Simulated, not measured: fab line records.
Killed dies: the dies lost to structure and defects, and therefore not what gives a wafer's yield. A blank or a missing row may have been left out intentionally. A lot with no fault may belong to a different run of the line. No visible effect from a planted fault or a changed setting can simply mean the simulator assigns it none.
A sampling plan put to the test | flow rit_cmos | one fab line, 6 faults that these records tell of, each judged on the records of the lots that it struck
The plan consists of the line's own looks: route steps at which the wafer is read by a gauge or an inspection but not changed. A look can be judged if struck wafers have a number there and the file gives its usual mean and standard deviation on fault-free wafers. Caught: 4 or more of those standard deviations (sigma) separate the usual mean from the mean of the struck wafers at a look after the fault's first step. On the tool: the identical test, applied to the tool's own readings at the steps of the fault. Also counted as caught: the struck wafers showing another recipe, or a record that is empty for them alone.

## THE FAULTS, as the simulator had put them in
1. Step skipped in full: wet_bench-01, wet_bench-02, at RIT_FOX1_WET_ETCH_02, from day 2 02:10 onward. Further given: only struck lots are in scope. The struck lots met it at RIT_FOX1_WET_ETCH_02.
2. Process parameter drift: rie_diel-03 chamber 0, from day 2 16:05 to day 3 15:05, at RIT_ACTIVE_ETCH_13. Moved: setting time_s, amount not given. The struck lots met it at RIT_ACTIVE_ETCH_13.
3. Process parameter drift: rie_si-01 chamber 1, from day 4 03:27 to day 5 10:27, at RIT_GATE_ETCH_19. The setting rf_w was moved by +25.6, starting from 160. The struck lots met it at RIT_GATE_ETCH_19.
4. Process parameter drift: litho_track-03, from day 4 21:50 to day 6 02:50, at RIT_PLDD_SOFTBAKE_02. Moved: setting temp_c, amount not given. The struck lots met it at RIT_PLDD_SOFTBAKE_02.
5. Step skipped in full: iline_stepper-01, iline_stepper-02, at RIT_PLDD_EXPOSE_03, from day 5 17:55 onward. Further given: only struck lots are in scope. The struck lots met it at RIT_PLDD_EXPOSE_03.
6. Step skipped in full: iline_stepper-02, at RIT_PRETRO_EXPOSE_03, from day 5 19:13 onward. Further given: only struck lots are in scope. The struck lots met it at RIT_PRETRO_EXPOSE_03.

## WHAT THE PLAN SAW
fault | on the tool itself                               | first look that catches it                      | reading, sigma | median hours from its first step to that look | hours from the fault's start to the first struck lot there | judged looks passed uncaught
1     | the tool's record is blank for the struck wafers | no look after it can be judged                  | -              | -                                             | -                                                          | 0
2     | run_length_s +49 sigma                           | no look after it can be judged                  | -              | -                                             | -                                                          | 0
3     | rf_fwd_power_W +53 sigma                         | none of the 2 looks that can be judged after it | -              | -                                             | -                                                          | 2
4     | heater_power_total_W -21 sigma                   | no look after it can be judged                  | -              | -                                             | -                                                          | 0
5     | no reading that can be judged                    | no look after it can be judged                  | -              | -                                             | -                                                          | 0
6     | no reading that can be judged                    | no look after it can be judged                  | -              | -                                             | -                                                          | 0
A dash: the fault is not caught, or the number is missing from these records.

Caught at a look: 0 of 6. Caught on the tool: 4 of 6. By one or the other: 4 of 6.
Caught on the tool alone: faults 1, 2, 3, 4.
Caught by neither: faults 5, 6.
